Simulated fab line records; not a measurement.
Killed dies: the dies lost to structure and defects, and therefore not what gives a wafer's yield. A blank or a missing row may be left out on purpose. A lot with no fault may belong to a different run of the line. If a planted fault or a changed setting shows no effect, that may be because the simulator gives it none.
Problem report in the 8D (eight disciplines) form, filled by code ; flow berkeleyCmos170 ; the parts of the form that need people (team, actions taken, sign-off) are left out

== 1. WHAT WENT WRONG ==
Mean NSD_RS at UCB170_SDANNEAL_RS_MEAS_03: 35.53 ohm/sq over 6 wafers in 2 lots; fault-free wafers: 37.30 ohm/sq, standard deviation 0.08. Relative to the usual mean, that is a shift of -22 standard deviations.
The step: measures by four-point-probe.
First seen on wafer L113.1, day 10 12:11, on filmMetro-01. At this step, 42 wafers from 14 lots have a number in the record. Rule for "out", or "out of limits": more than 4 standard deviations from the usual mean. All remaining wafers that have a number are taken as sound.

== 2. WHAT IT IS AND WHAT IT IS NOT ==
question;is;is not
which readings at this step;NSD_RS;-
which lots;L112, L113;L101, L102, L103, L104, L105, L106, L109, L110, L111, L116, L121, L122
which wafers of those lots;all that have a number;-
read on which gauges;filmMetro-01;filmMetro-02, filmMetro-03
when;from day 10 12:11;"up to then (24 sound wafers); but 12 sound wafers of L111, L116, L121, L122 came after"

== 3. THE SUSPECTS, EACH WITH WHAT RULES IT OUT ==
Counting: a tool stays on the suspect list if, at a process step up to the reading, it processed all lots that are out and no sound lot following the first of them.
- the gauge at UCB170_SDANNEAL_RS_MEAS_03: ruled out. All the wafers that are out were read on filmMetro-01, but those of them that UCB170_NSD_IMPLANT_08 has rows for are out there too, on other tools.
- implanter-01 at UCB170_NSD_IMPLANT_08: kept. All lots that are out passed through it, beginning with L113 at day 10 09:52, and no sound lot followed; its final sound lot before that point was L110 at day 9 18:29. On those wafers its own readings are out: doseIonsCm2, faradayCurrentUA.
- rtpAnneal-02 at UCB170_SDANNEAL_RTA_00 (time 10 s): ruled out as a lasting fault. Sound lots L116, L122, L121 ran on it after its first lot that is out, L113 (day 10 11:49).
Remaining after the count: implanter-01 at UCB170_NSD_IMPLANT_08.

== 4. THE CAUSE (what the simulator had put in) ==
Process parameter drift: implanter-01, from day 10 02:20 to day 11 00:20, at UCB170_NSD_IMPLANT_08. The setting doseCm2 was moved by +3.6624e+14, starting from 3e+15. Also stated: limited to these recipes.
The count eliminated every tool but this one.

== 5. SEQUENCE OF EFFECTS, ordered by route ==
Rows list readings where the struck wafers' mean (over those with a number) sits beyond 3 standard deviations from the usual. Only readings whose record carries a usual standard deviation are examined. hours: median over the lots of the time between each lot's start at the first step of this table that gives one and its start at this step. sigmas: the change, counted in usual standard deviations.
hours;step;reading;usual;on struck wafers;change;sigmas
0;UCB170_NSD_IMPLANT_08;doseIonsCm2;3.001e+15;3.364e+15;+3.628e+14;+99 or more
0;UCB170_NSD_IMPLANT_08;faradayCurrentUA;9265;10304;+1039;+5.8
0;UCB170_NSD_STRIP_09;stripTimeToEndpointS;35.84 s;36.91;+1.07;+14
2;UCB170_SDANNEAL_RS_MEAS_03;NSD_RS;37.30 ohm/sq;35.53;-1.77;-22
Here are the process steps it includes:
- UCB170_NSD_IMPLANT_08
- UCB170_NSD_STRIP_09: strips in O2.
Later measuring or inspecting steps at which every struck wafer that the step has a row for has a number for every such reading, and none has moved that far: UCB170_CONTACT_THK_MEAS_02.

== 6. WHAT WOULD HAVE CAUGHT IT SOONER ==
10 hours passed between the start of the fault at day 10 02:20 and the first reading out of limits at a measuring or inspecting step in this record, taken at day 10 12:11.
Tool's own readings at UCB170_NSD_IMPLANT_08, doseIonsCm2, faradayCurrentUA: out on all struck wafers the step has rows for; an alarm limit on them would have tripped on the first.
The start of UCB170_NSD_IMPLANT_08 on implanter-01 came by day 10 12:11 for every one of the lots that are out (2). Tool hold at that time: it would have spared none of them.
